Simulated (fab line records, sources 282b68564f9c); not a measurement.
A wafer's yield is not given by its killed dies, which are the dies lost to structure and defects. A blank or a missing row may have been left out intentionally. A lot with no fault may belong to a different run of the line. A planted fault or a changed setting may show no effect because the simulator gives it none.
The tool behind it: which one? :: flow ritCmos :: 14 lots, 42 wafers sampled, at 3 steps of a route of 202

WHAT THE GAUGES READ, wafer by wafer
RIT_NWELL_TW_MEAS_10. Usual: NWELL_TW gives 2150 (standard deviation 35).
lot: L609
measured: day 1 23:35
on: filmMetro-01
NWELL_TW: 2181 2184 2187
flag: 

lot: L611
measured: day 2 07:28
on: filmMetro-02
NWELL_TW: 2104 2115 2106
flag: 

lot: L612
measured: day 2 13:02
on: filmMetro-02
NWELL_TW: 2098 2097 2105
flag: 

lot: L613
measured: day 2 20:32
on: filmMetro-01
NWELL_TW: 2194 2190 2187
flag: 

lot: L614
measured: day 3 00:11
on: filmMetro-04
NWELL_TW: 2129 2131 2133
flag: 

lot: L615
measured: day 3 06:04
on: filmMetro-04
NWELL_TW: 2135 2138 2141
flag: 

lot: L616
measured: day 3 09:33
on: filmMetro-02
NWELL_TW: 2117 2098 2108
flag: 

lot: L617
measured: day 3 14:34
on: filmMetro-02
NWELL_TW: 2100 2097 2097
flag: 

lot: L619
measured: day 3 22:53
on: filmMetro-04
NWELL_TW: 1897 1896 1903 1900 1901 1899
flag: OFF

lot: L623
measured: day 5 02:16
on: filmMetro-01
NWELL_TW: 1936 1954 1946 1941 1951 1945
flag: OFF

lot: L624
measured: day 5 05:59
on: filmMetro-04
NWELL_TW: 2146 2159 2158
flag: 

lot: L627
measured: day 5 16:53
on: filmMetro-01
NWELL_TW: 2176 2190 2188
flag: 

lot: L629
measured: day 6 04:09
on: filmMetro-01
NWELL_TW: 2202 2206 2205
flag: 

lot: L632
measured: day 6 19:02
on: filmMetro-01
NWELL_TW: 2194 2192 2201
flag: 

RIT_WELLDRIVE_RS_MEAS_01: a four-point-probe measurement. Usual: NWELL_RS gives 275.4 ohm/sq (standard deviation 0.8).
lot: L609
measured: day 2 06:38
on: filmMetro-02
NWELL_RS (ohm/sq): 276.7 276.6 276.6
flag: 

lot: L611
measured: day 2 14:37
on: filmMetro-02
NWELL_RS (ohm/sq): 273.8 274.0 273.8
flag: 

lot: L612
measured: day 2 20:37
on: filmMetro-04
NWELL_RS (ohm/sq): 275.1 274.8 275.3
flag: 

lot: L613
measured: day 3 03:36
on: filmMetro-04
NWELL_RS (ohm/sq): 275.2 276.5 276.0
flag: 

lot: L614
measured: day 3 08:42
on: filmMetro-02
NWELL_RS (ohm/sq): 274.9 275.0 275.6
flag: 

lot: L615
measured: day 3 13:44
on: filmMetro-02
NWELL_RS (ohm/sq): 275.4 275.0 275.2
flag: 

lot: L616
measured: day 3 16:22
on: filmMetro-04
NWELL_RS (ohm/sq): 274.9 275.0 275.0
flag: 

lot: L617
measured: day 3 21:28
on: filmMetro-01
NWELL_RS (ohm/sq): 276.0 276.7 275.7
flag: 

lot: L619
measured: day 4 08:34
on: filmMetro-02
NWELL_RS (ohm/sq): 344.8 344.7 345.6 344.8 344.6 345.8
flag: OFF

lot: L623
measured: day 5 13:03
on: filmMetro-01
NWELL_RS (ohm/sq): 345.4 345.0 343.2 345.2 344.8 344.5
flag: OFF

lot: L624
measured: day 5 14:19
on: filmMetro-02
NWELL_RS (ohm/sq): 276.1 274.1 275.7
flag: 

lot: L627
measured: day 6 00:59
on: filmMetro-04
NWELL_RS (ohm/sq): 275.1 274.3 275.0
flag: 

lot: L629
measured: day 6 11:53
on: filmMetro-02
NWELL_RS (ohm/sq): 275.1 274.1 274.4
flag: 

lot: L632
measured: day 7 02:04
on: filmMetro-01
NWELL_RS (ohm/sq): 276.2 276.6 275.6
flag: 

WHAT TOOL EACH LOT RAN ON (gives the tool, then ch and the chambers of the sampled wafers, and finally the start)
lot: L609
RIT_NWELL_IMPLANT_08: implanter-03 ch 0, day 1 23:14

lot: L611
RIT_NWELL_IMPLANT_08: implanter-03 ch 0, day 2 07:10

lot: L612
RIT_NWELL_IMPLANT_08: implanter-02 ch 0, day 2 12:44

lot: L613
RIT_NWELL_IMPLANT_08: implanter-03 ch 0, day 2 20:13

lot: L614
RIT_NWELL_IMPLANT_08: implanter-02 ch 0, day 2 23:53

lot: L615
RIT_NWELL_IMPLANT_08: implanter-04 ch 0, day 3 05:45

lot: L616
RIT_NWELL_IMPLANT_08: implanter-03 ch 0, day 3 09:13

lot: L617
RIT_NWELL_IMPLANT_08: implanter-04 ch 0, day 3 14:16

lot: L619
RIT_NWELL_IMPLANT_08: implanter-04 ch 0, day 3 22:34

lot: L623
RIT_NWELL_IMPLANT_08: implanter-04 ch 0, day 5 01:56

lot: L624
RIT_NWELL_IMPLANT_08: implanter-03 ch 0, day 5 05:40

lot: L627
RIT_NWELL_IMPLANT_08: implanter-03 ch 0, day 5 16:33

lot: L629
RIT_NWELL_IMPLANT_08: implanter-03 ch 0, day 6 03:49

lot: L632
RIT_NWELL_IMPLANT_08: implanter-03 ch 0, day 6 18:45
- RIT_NWELL_IMPLANT_08

WHAT THE TOOLS THEMSELVES READ (means of the sampled wafers that have a number; where no wafer has one, the mark that the record gives instead)
RIT_NWELL_IMPLANT_08. Usual: doseIonsCm2 5e+13, standard deviation 5.1e+10; faradayCurrentUA 158, standard deviation 3.2; tiltDeg 7.001 degrees, standard deviation 0.019.
lot: L609
tool: implanter-03
doseIonsCm2: 5e+13
faradayCurrentUA: 157
tiltDeg (degrees): 6.979
flag: 

lot: L611
tool: implanter-03
doseIonsCm2: 5e+13
faradayCurrentUA: 157
tiltDeg (degrees): 6.981
flag: 

lot: L612
tool: implanter-02
doseIonsCm2: 5e+13
faradayCurrentUA: 157
tiltDeg (degrees): 7.015
flag: 

lot: L613
tool: implanter-03
doseIonsCm2: 5e+13
faradayCurrentUA: 157
tiltDeg (degrees): 6.990
flag: 

lot: L614
tool: implanter-02
doseIonsCm2: 5e+13
faradayCurrentUA: 159
tiltDeg (degrees): 6.988
flag: 

lot: L615
tool: implanter-04
doseIonsCm2: 5e+13
faradayCurrentUA: 158
tiltDeg (degrees): 6.980
flag: 

lot: L616
tool: implanter-03
doseIonsCm2: 5e+13
faradayCurrentUA: 158
tiltDeg (degrees): 7.011
flag: 

lot: L617
tool: implanter-04
doseIonsCm2: 5e+13
faradayCurrentUA: 160
tiltDeg (degrees): 6.965
flag: 

lot: L619
tool: implanter-04
doseIonsCm2: 3e+13
faradayCurrentUA: 111
tiltDeg (degrees): 6.985
flag: OFF

lot: L623
tool: implanter-04
doseIonsCm2: 3e+13
faradayCurrentUA: 109
tiltDeg (degrees): 7.012
flag: OFF

lot: L624
tool: implanter-03
doseIonsCm2: 5e+13
faradayCurrentUA: 158
tiltDeg (degrees): 7.005
flag: 

lot: L627
tool: implanter-03
doseIonsCm2: 5e+13
faradayCurrentUA: 158
tiltDeg (degrees): 6.982
flag: 

lot: L629
tool: implanter-03
doseIonsCm2: 5e+13
faradayCurrentUA: 160
tiltDeg (degrees): 6.978
flag: 

lot: L632
tool: implanter-03
doseIonsCm2: 5e+13
faradayCurrentUA: 156
tiltDeg (degrees): 7.007
flag: 

THE ANSWER, worked out from the rows above alone
Rule: lot off if the mean of its wafers having a number is beyond 3 standard deviations from the usual mean. Also off: a lot with no number at a reading for which 4 or more lots have one. All remaining lots with rows at the step are treated as sound. First the gauges in route order, then the tools' own readings, where a lot's mean is used as printed above. The first step at which some lot is off is used, and at that step the reading that is off furthest; a lot without a number counts as furthest.
Off: L619, L623, seen at RIT_NWELL_TW_MEAS_10 (NWELL_TW).
If a tool, at a process step before that reading, ran all the lots that are off and no sound lot after the first of them, it fits. The gauges at RIT_NWELL_TW_MEAS_10 aren't tried: what is off there is off at RIT_NWELL_IMPLANT_08 too, on other tools, and a gauge's error can't cause that. One fits: implanter-04 at RIT_NWELL_IMPLANT_08. Its last sound lot is L617 (day 3 14:16), its first lot that is off L619 (day 3 22:34): a fault that began between those two fits.
The tool's own readings at RIT_NWELL_IMPLANT_08 bear it out: on the lots that are off they differ by more than 5 times the standard deviation of the sound lots' means. doseIonsCm2 reads 3e+13 there against 5e+13 on the sound lots; faradayCurrentUA reads 110 there against 158 on the sound lots.

WHAT HAD BEEN PUT IN BY THE SIMULATOR
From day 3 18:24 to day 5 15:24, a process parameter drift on implanter-04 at RIT_NWELL_IMPLANT_08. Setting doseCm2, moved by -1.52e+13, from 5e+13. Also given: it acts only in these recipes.
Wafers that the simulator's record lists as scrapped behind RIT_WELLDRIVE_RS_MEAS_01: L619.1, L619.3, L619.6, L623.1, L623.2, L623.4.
Shown lots that were struck: L619, L623. The rule given above showed the same thing.
